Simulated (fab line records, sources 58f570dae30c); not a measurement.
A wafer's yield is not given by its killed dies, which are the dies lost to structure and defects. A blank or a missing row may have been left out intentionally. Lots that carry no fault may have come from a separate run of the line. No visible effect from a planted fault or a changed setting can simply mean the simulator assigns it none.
The tool behind it: which one? || flow berkeley cmos170 || 39 wafers from 13 lots sampled at 3 of the route's 331 steps

== WHAT THE GAUGES READ, wafer by wafer ==
UCB170_M1_OVL_MEAS_10. Usual: M1_OVL typically reads -4 nm, with standard deviation 4.3.
{"lot": "L789", "measured": "day 7 23:22", "on": "overlay-01", "M1_OVL (nm)": "-2 -3 0", "flag": ""}
{"lot": "L794", "measured": "day 9 05:22", "on": "overlay-01", "M1_OVL (nm)": "-1 -4 -1", "flag": ""}
{"lot": "L795", "measured": "day 9 04:48", "on": "overlay-02", "M1_OVL (nm)": "-9 -8 -11", "flag": ""}
{"lot": "L796", "measured": "day 9 10:03", "on": "overlay-01", "M1_OVL (nm)": "-8 -7 -2", "flag": ""}
{"lot": "L798", "measured": "day 10 06:49", "on": "overlay-01", "M1_OVL (nm)": "1 -4 -2", "flag": ""}
{"lot": "L799", "measured": "day 10 08:10", "on": "overlay-02", "M1_OVL (nm)": "-2 -8 -1", "flag": ""}
{"lot": "L800", "measured": "day 10 16:19", "on": "overlay-01", "M1_OVL (nm)": "-4 2 -3", "flag": ""}
{"lot": "L802", "measured": "day 10 18:07", "on": "overlay-02", "M1_OVL (nm)": "-3 3 2", "flag": ""}
{"lot": "L804", "measured": "day 11 09:42", "on": "overlay-02", "M1_OVL (nm)": "-5 -8 -11", "flag": ""}
{"lot": "L805", "measured": "day 11 05:06", "on": "overlay-01", "M1_OVL (nm)": "-10 -13 -13", "flag": ""}
{"lot": "L803", "measured": "day 11 08:53", "on": "overlay-01", "M1_OVL (nm)": "-4 -13 -10", "flag": ""}
{"lot": "L806", "measured": "day 11 14:13", "on": "overlay-02", "M1_OVL (nm)": "-3 3 -7", "flag": ""}
{"lot": "L811", "measured": "day 12 17:05", "on": "overlay-01", "M1_OVL (nm)": "-6 -2 -5", "flag": ""}

UCB170_V1_CD_MEAS_90: target cd 700 nm. Usual: 700.3 nm for cd nm, sd 1.4.
{"lot": "L789", "measured": "day 8 08:26", "on": "cd sem-02", "cd nm (nm)": "699.2 699.8 700.6", "flag": ""}
{"lot": "L794", "measured": "day 9 10:10", "on": "cd sem-01", "cd nm (nm)": "698.6 700.8 700.1", "flag": ""}
{"lot": "L795", "measured": "day 9 08:52", "on": "cd sem-02", "cd nm (nm)": "701.9 703.7 702.2", "flag": ""}
{"lot": "L796", "measured": "day 9 14:04", "on": "cd sem-02", "cd nm (nm)": "700.6 701.6 700.8", "flag": ""}
{"lot": "L798", "measured": "day 10 10:46", "on": "cd sem-02", "cd nm (nm)": "698.6 699.3 698.8", "flag": ""}
{"lot": "L799", "measured": "day 10 12:15", "on": "cd sem-02", "cd nm (nm)": "700.6 699.5 700.0", "flag": ""}
{"lot": "L800", "measured": "day 10 21:32", "on": "cd sem-02", "cd nm (nm)": "702.8 701.1 700.4", "flag": ""}
{"lot": "L802", "measured": "day 10 22:44", "on": "cd sem-01", "cd nm (nm)": "701.5 701.5 700.9", "flag": ""}
{"lot": "L804", "measured": "day 11 14:24", "on": "cd sem-02", "cd nm (nm)": "702.0 698.5 699.0", "flag": ""}
{"lot": "L805", "measured": "day 11 09:22", "on": "cd sem-01", "cd nm (nm)": "700.0 698.8 701.7", "flag": ""}
{"lot": "L803", "measured": "day 11 12:56", "on": "cd sem-02", "cd nm (nm)": "698.0 698.4 697.5", "flag": ""}
{"lot": "L806", "measured": "day 11 18:22", "on": "cd sem-01", "cd nm (nm)": "700.8 701.3 701.3", "flag": ""}
{"lot": "L811", "measured": "day 12 23:02", "on": "cd sem-02", "cd nm (nm)": "698.6 698.2 700.1", "flag": ""}

== EACH LOT AND THE TOOL THAT RAN IT (in order: tool; ch and the chambers of the sampled wafers; start) ==
{"lot": "L789", "UCB170_SCREENOX_WET_ETCH_00": "wet bench-04 ch 3, day 5 09:38"}
{"lot": "L794", "UCB170_SCREENOX_WET_ETCH_00": "wet bench-04 ch 3, day 7 00:51"}
{"lot": "L795", "UCB170_SCREENOX_WET_ETCH_00": "wet bench-04 ch 0, day 7 00:51"}
{"lot": "L796", "UCB170_SCREENOX_WET_ETCH_00": "wet bench-03 ch 2, day 7 06:27"}
{"lot": "L798", "UCB170_SCREENOX_WET_ETCH_00": "wet bench-03 ch 1, day 7 21:48"}
{"lot": "L799", "UCB170_SCREENOX_WET_ETCH_00": "wet bench-03 ch 3, day 7 21:48"}
{"lot": "L800", "UCB170_SCREENOX_WET_ETCH_00": "wet bench-03 ch 1, day 8 05:05"}
{"lot": "L802", "UCB170_SCREENOX_WET_ETCH_00": "wet bench-03 ch 2, day 8 05:05"}
{"lot": "L804", "UCB170_SCREENOX_WET_ETCH_00": "wet bench-03 ch 0, day 8 21:34"}
{"lot": "L805", "UCB170_SCREENOX_WET_ETCH_00": "wet bench-03 ch 0, day 8 21:34"}
{"lot": "L803", "UCB170_SCREENOX_WET_ETCH_00": "wet bench-03 ch 3, day 8 21:38"}
{"lot": "L806", "UCB170_SCREENOX_WET_ETCH_00": "wet bench-03 ch 3, day 9 15:10"}
{"lot": "L811", "UCB170_SCREENOX_WET_ETCH_00": "wet bench-03 ch 0, day 10 13:12"}
- UCB170_SCREENOX_WET_ETCH_00: etches SiO2 in dHF, time 200 s.

== AS READ BY THE TOOLS THEMSELVES (means over the sampled wafers that have a number; for cases with no such wafer, the mark the record gives instead) ==
UCB170_SCREENOX_WET_ETCH_00. Usual: 25.02 C for temp c, sd 0.11.
{"lot": "L789", "tool": "wet bench-04", "temp c (C)": 24.99, "flag": ""}
{"lot": "L794", "tool": "wet bench-04", "temp c (C)": 24.88, "flag": ""}
{"lot": "L795", "tool": "wet bench-04", "temp c (C)": 24.89, "flag": ""}
{"lot": "L796", "tool": "wet bench-03", "temp c (C)": 24.99, "flag": ""}
{"lot": "L798", "tool": "wet bench-03", "temp c (C)": 25.02, "flag": ""}
{"lot": "L799", "tool": "wet bench-03", "temp c (C)": 24.93, "flag": ""}
{"lot": "L800", "tool": "wet bench-03", "temp c (C)": 24.98, "flag": ""}
{"lot": "L802", "tool": "wet bench-03", "temp c (C)": 25.02, "flag": ""}
{"lot": "L804", "tool": "wet bench-03", "temp c (C)": 24.99, "flag": ""}
{"lot": "L805", "tool": "wet bench-03", "temp c (C)": 25.12, "flag": ""}
{"lot": "L803", "tool": "wet bench-03", "temp c (C)": 25.11, "flag": ""}
{"lot": "L806", "tool": "wet bench-03", "temp c (C)": 25.14, "flag": ""}
{"lot": "L811", "tool": "wet bench-03", "temp c (C)": 25.00, "flag": ""}

== THE ANSWER, worked out from the rows above alone ==
Rule: a lot counts as off when the mean over its wafers that have a number is more than 3 standard deviations away from the usual mean. A lot without any number at a reading at which 4 lots or more have one is off too. Where the step has rows for the other lots, those lots are counted as sound. The gauges are gone through in route order, then the tools' own readings, and for those a lot's mean is taken as printed above. At the first step where some lot is off, the reading lying furthest off is the one used; lots without a number count as furthest.
None of the lots is off at any reading shown; this tells nothing.

== WHAT WAS PUT IN BY THE SIMULATOR ==
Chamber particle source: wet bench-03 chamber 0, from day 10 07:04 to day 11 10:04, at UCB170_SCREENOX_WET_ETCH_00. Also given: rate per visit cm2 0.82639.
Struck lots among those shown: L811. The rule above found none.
